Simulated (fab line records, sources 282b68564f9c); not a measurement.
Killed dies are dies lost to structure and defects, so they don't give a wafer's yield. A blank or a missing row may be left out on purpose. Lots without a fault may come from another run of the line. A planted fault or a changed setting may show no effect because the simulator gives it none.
Split-lot experiment | flow rit_cmos | 5 lots, 23 wafers read, on a route of 202 steps

THE SPLIT
At RIT_NWELL_COAT_01 (resist thk 1300 nm), the setting resist_thk_nm was moved away from the recipe's 1300 nm on 8 of the 23 wafers read, by -1.5% to +4.0%. The other wafers ran this setting at the recipe's value.

FROM THE SPLIT TO THE READING: what the file shows between them, 3 steps
- RIT_NWELL_SOFTBAKE_02: time 60 s
- RIT_NWELL_EXPOSE_03: exposes mask M2, target cd 43900 nm
- RIT_NWELL_DEVELOP_05: develop time 68 s

THE READING
NOVOLAK_of_NWELL_COAT_01.thk_nm (the simulator's own value, which no gauge read), in nm, at RIT_NWELL_HARDBAKE_07 (time 120 s). The file gives no usual value for it. The 15 wafers here that ran the recipe average 1139 nm, standard deviation 3.8 nm.

wafer  | tool, chamber at the split | resist_thk_nm as run, nm | against the recipe | NOVOLAK_of_NWELL_COAT_01.thk_nm, nm | against lot-mates on the recipe
L075.1 | litho_track-01, 0          | 1280                     | -1.5%              | 1128                                | -10
L075.2 | litho_track-01, 0          | 1300                     | recipe             | 1140                                | -
L075.4 | litho_track-01, 0          | 1280                     | -1.5%              | 1124                                | -14
L075.5 | litho_track-01, 0          | 1280                     | -1.5%              | 1124                                | -14
L075.6 | litho_track-01, 0          | 1300                     | recipe             | 1137                                | -
L076.1 | litho_track-03, 0          | 1328                     | +2.2%              | 1157                                | +23
L076.2 | litho_track-03, 0          | 1300                     | recipe             | 1132                                | -
L076.3 | litho_track-03, 0          | 1300                     | recipe             | 1136                                | -
L076.4 | litho_track-03, 0          | 1328                     | +2.2%              | 1158                                | +24
L076.6 | litho_track-03, 0          | 1328                     | +2.2%              | 1161                                | +27
L078.1 | litho_track-02, 0          | 1300                     | recipe             | 1139                                | -
L078.2 | litho_track-02, 0          | 1300                     | recipe             | 1138                                | -
L078.3 | litho_track-02, 0          | 1300                     | recipe             | 1140                                | -
L078.4 | litho_track-02, 0          | 1300                     | recipe             | 1141                                | -
L078.5 | litho_track-02, 0          | 1300                     | recipe             | 1136                                | -
L081.1 | litho_track-02, 0          | 1300                     | recipe             | 1134                                | -
L081.2 | litho_track-02, 0          | 1352                     | +4.0%              | 1179                                | +43
L081.3 | litho_track-02, 0          | 1300                     | recipe             | 1137                                | -
L081.4 | litho_track-02, 0          | 1352                     | +4.0%              | 1183                                | +47
L081.5 | litho_track-02, 0          | 1300                     | recipe             | 1138                                | -
L085.1 | litho_track-02, 0          | 1300                     | recipe             | 1146                                | -
L085.4 | litho_track-02, 0          | 1300                     | recipe             | 1145                                | -
L085.6 | litho_track-02, 0          | 1300                     | recipe             | 1144                                | -

THE FIT
A straight line over all 23 wafers: NOVOLAK_of_NWELL_COAT_01.thk_nm changes by +9.9 nm for each +1% of resist_thk_nm; r = +0.97; the points scatter about the line by 3.6 nm.
The same after taking each lot's own level away (the mean of its wafers on the recipe; 23 wafers): +10.7 nm for each +1%; r = +0.99; scatter 2.2 nm.
On that fit, the largest move of resist_thk_nm shifts the reading by 43 nm.
The lots' own levels span 1134.0 to 1145.0 nm, that is 2.9 times the standard deviation above.
So the lot-to-lot level changes the slope little: the two slopes agree.
Check: with one of the wafers moved furthest among these (+4.0%) left out of the fit, the line predicts +44.3 nm for it against its lot-mates. It came out at +42.7 nm against them.

OTHER SPLITS ON THESE WAFERS
These wafers also went through other splits before the reading. Each is held against what the fit with the lots' levels taken away leaves over:
other split on the same wafers | wafers away from the commonest value | r with NOVOLAK_of_NWELL_COAT_01.thk_nm (lot level and that fit taken away)
RIT_ACTIVE_EXPOSE_08 dose_mj   | 10                                   | -0.29

THE WHOLE CHAIN: every reading that the file lists as answering this split, in the file's order
step                  | what it does       | reading                                                                          | change (the file's fit)              | r (the file's)
RIT_NWELL_COAT_01     | resist thk 1300 nm | NOVOLAK_of_NWELL_COAT_01.thk_nm (the simulator's own value, which no gauge read) | +12.7 nm for each +1% of the setting | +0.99
RIT_NWELL_HARDBAKE_07 | time 120 s         | NOVOLAK_of_NWELL_COAT_01.thk_nm (the simulator's own value, which no gauge read) | +11 nm for each +1% of the setting   | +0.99

THE FILE'S OWN FIT
NOVOLAK_of_NWELL_COAT_01.thk_nm changes by +11 nm for each +1% of resist_thk_nm, r = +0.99.
